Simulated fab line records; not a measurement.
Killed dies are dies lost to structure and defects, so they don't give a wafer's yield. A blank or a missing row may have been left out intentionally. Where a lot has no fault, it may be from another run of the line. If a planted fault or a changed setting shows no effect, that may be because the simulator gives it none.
Split-lot study | flow rit_cmos | on a route of 202 steps: 5 lots, 23 wafers read

ABOUT THE SPLIT
At RIT_NSD_COAT_01 (resist thk 1000 nm), the setting resist_thk_nm was moved away from the recipe's 1000 nm on 9 of the 23 wafers read, by -5.1% to +5.2%. This setting was run at the recipe's value on the other wafers.

FROM THE SPLIT TO THE READING: what the file shows between them, 3 steps
- RIT_NSD_SOFTBAKE_02: time 60 s
- RIT_NSD_EXPOSE_03: exposes mask M9, target cd 40700 nm
- RIT_NSD_DEVELOP_05: develop time 50 s

THE READING
NOVOLAK_of_NSD_COAT_01.thk_nm (the simulator's own value, which no gauge read), in nm, at RIT_NSD_HARDBAKE_07 (time 60 s). No usual value for it is given in the file. Here, 14 wafers ran the recipe; their average is 882.6 nm with a standard deviation of 2.1 nm.

wafer  | tool, chamber at the split | resist_thk_nm as run, nm | against the recipe | NOVOLAK_of_NSD_COAT_01.thk_nm, nm | against lot-mates on the recipe
L074.1 | litho_track-02, 0          | 1000                     | recipe             | 881.6                             | -
L074.3 | litho_track-02, 0          | 1000                     | recipe             | 882.6                             | -
L074.4 | litho_track-02, 0          | 1000                     | recipe             | 880.9                             | -
L074.5 | litho_track-02, 0          | 1000                     | recipe             | 882.2                             | -
L074.6 | litho_track-02, 0          | 1000                     | recipe             | 884.2                             | -
L076.1 | litho_track-02, 0          | 1052                     | +5.2%              | 930.4                             | +46.9
L076.2 | litho_track-02, 0          | 1052                     | +5.2%              | 930.4                             | +46.9
L076.3 | litho_track-02, 0          | 1000                     | recipe             | 883.3                             | -
L076.5 | litho_track-02, 0          | 1000                     | recipe             | 883.8                             | -
L076.6 | litho_track-02, 0          | 1052                     | +5.2%              | 931.1                             | +47.6
L080.2 | litho_track-03, 0          | 1000                     | recipe             | 879.9                             | -
L080.4 | litho_track-03, 0          | 1000                     | recipe             | 881.4                             | -
L080.6 | litho_track-03, 0          | 1000                     | recipe             | 880.7                             | -
L081.1 | litho_track-02, 0          | 1000                     | recipe             | 886.3                             | -
L081.3 | litho_track-02, 0          | 968.4                    | -3.2%              | 856.5                             | -29.8
L081.4 | litho_track-02, 0          | 1000                     | recipe             | 886.2                             | -
L081.5 | litho_track-02, 0          | 968.4                    | -3.2%              | 857.9                             | -28.4
L081.6 | litho_track-02, 0          | 968.4                    | -3.2%              | 854.7                             | -31.5
L084.1 | litho_track-03, 0          | 949.1                    | -5.1%              | 838.4                             | -43.3
L084.2 | litho_track-03, 0          | 949.1                    | -5.1%              | 840                               | -41.7
L084.4 | litho_track-03, 0          | 1000                     | recipe             | 884.1                             | -
L084.5 | litho_track-03, 0          | 1000                     | recipe             | 879.3                             | -
L084.6 | litho_track-03, 0          | 949.1                    | -5.1%              | 837.7                             | -44.0

FIT RESULTS
A straight line over all 23 wafers: NOVOLAK_of_NSD_COAT_01.thk_nm changes by +8.87 nm for each +1% of resist_thk_nm; r = +1.00; the points scatter about the line by 2 nm.
The same after taking each lot's own level away (the mean of its wafers on the recipe; 23 wafers): +8.88 nm for each +1%; r = +1.00; scatter 1.6 nm.
On that fit, the largest move of resist_thk_nm shifts the reading by 46 nm.
Across the lots, their own levels run from 880.67 to 886.25 nm, a range of 2.7 times the standard deviation given above.
Hence the lot-to-lot level has little effect on the slope; both slopes agree.
Check: for one of the wafers moved furthest among these (+5.2%), held out of the fit, the line's prediction against its lot-mates is +46.2 nm. It came out at +46.9 nm against them.

OTHER SPLITS ON THESE WAFERS
Note: prior to the reading, these wafers also went through further splits. Each is held against what the fit with the lots' levels taken away leaves over:
other split on the same wafers   | wafers away from the commonest value | r with NOVOLAK_of_NSD_COAT_01.thk_nm (lot level and that fit taken away)
RIT_ACTIVE_CVD_03 time_s         | 15                                   | -0.29
RIT_ACTIVE_ETCH_13 rf_w          | 10                                   | -0.10
RIT_FOX1_OXIDATION_00 temp_c     | 5                                    | +0.40
RIT_NWELL_IMPLANT_08 energy_kev  | 6                                    | -0.34
RIT_PWELL_IMPLANT_08 energy_kev  | 10                                   | +0.02
RIT_PRETRO_SOFTBAKE_02 temp_c    | 7                                    | +0.11
RIT_PRETRO_IMPLANT_08 energy_kev | 10                                   | +0.25
RIT_NLDD_COAT_01 resist_thk_nm   | 8                                    | +0.40
RIT_NLDD_IMPLANT_08 dose_cm2     | 10                                   | +0.02
RIT_PLDD_IMPLANT_08 energy_kev   | 6                                    | -0.22

THE WHOLE CHAIN: every reading that the file lists as answering this split, in the file's order
step                | what it does       | reading                                                                        | change (the file's fit)              | r (the file's)
RIT_NSD_COAT_01     | resist thk 1000 nm | NOVOLAK_of_NSD_COAT_01.thk_nm (the simulator's own value, which no gauge read) | +10.1 nm for each +1% of the setting | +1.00
RIT_NSD_HARDBAKE_07 | time 60 s          | NOVOLAK_of_NSD_COAT_01.thk_nm (the simulator's own value, which no gauge read) | +8.87 nm for each +1% of the setting | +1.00

FILE'S OWN FIT
NOVOLAK_of_NSD_COAT_01.thk_nm changes by +8.87 nm for each +1% of resist_thk_nm, r = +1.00.
